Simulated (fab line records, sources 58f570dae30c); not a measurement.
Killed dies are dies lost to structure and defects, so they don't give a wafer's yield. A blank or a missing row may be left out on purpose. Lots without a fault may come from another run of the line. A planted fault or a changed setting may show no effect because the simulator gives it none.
One fault seen from 2 desks | flow berkeley_cmos170 | each desk has only its own numbers; what lay behind them comes last

THE METROLOGY DESK
What the gauges read, lot by lot, whatever tool the lot ran on: means of the sampled wafers that have a number. A lot is out of limits, marked OUT, if its mean lies more than 4 standard deviations from the usual mean; the brackets give that distance.
Columns: A = cd_nm at UCB170_M1_CD_MEAS_90, usual 699 nm; B = V2_POLISHED_THK at UCB170_V2_THK_MEAS_04, usual 1000.4 nm
lot  | first seen here | A   | B
L816 | day 6 20:02     | 699 | 999.1
L817 | day 7 10:37     | 700 | 1001.9
L818 | day 7 10:50     | 695 | 1001.3
L819 | day 7 19:35     | 701 | 1001.4
L823 | day 8 09:00     | 696 | 999.8
L824 | day 8 13:11     | 700 | 1000.8
L828 | day 9 08:34     | 698 | 999.5
L831 | day 9 21:58     | 700 | 998.6
L829 | day 9 22:52     | 702 | 1116.5 (+89) OUT
L832 | day 10 16:40    | 701 | 999.5
L834 | day 10 20:04    | 699 | 1001.0
L835 | day 10 20:19    | 703 | 1000.4
L838 | day 11 06:39    | 703 | 999.1
This desk's finding: out of limits on L829; first on L829, day 10 10:29 (V2_POLISHED_THK at UCB170_V2_THK_MEAS_04). In limits: L816, L817, L818, L819, L823, L824, L828, L831, L832, L834, L835, L838.

THE TOOL OWNER'S DESK: cmp-01
The tool's own readings at UCB170_V2_CMP_02 (polishes SiO2): means of the sampled wafers that have a number, for each lot that ran on this tool. A lot is out of limits, marked OUT, if its mean lies more than 4 standard deviations from the usual mean; the brackets give that distance.
Columns: A = motor_current_A at UCB170_V2_CMP_02, usual 16.7 A; B = slurry_flow_ml_min at UCB170_V2_CMP_02, usual 150.0
lot  | first seen here | A    | B
L818 | day 7 18:02     | 16.2 | 149.9
L817 | day 7 18:17     | 15.8 | 150.0
L819 | day 8 04:15     | 16.7 | 150.4
L824 | day 8 22:34     | 15.8 | 150.1
L829 | day 10 10:05    | 17.2 | 149.8
This desk's finding: nothing out of limits on any of the 5 lots.

PUT TOGETHER
The metrology desk could have raised an alarm at day 10 10:29, on L829.
The tool owner's desk saw nothing out of limits.
The tool owner's desk has L829 on record, within its limits.
Of the lots named, all ran UCB170_V2_CMP_02 on cmp-01.

WHAT THE SIMULATOR HAD PUT IN
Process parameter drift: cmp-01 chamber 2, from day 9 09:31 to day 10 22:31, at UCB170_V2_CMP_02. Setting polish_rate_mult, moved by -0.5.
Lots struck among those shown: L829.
Hours from the fault's start to each desk's first reading out of limits: the metrology desk, 25.
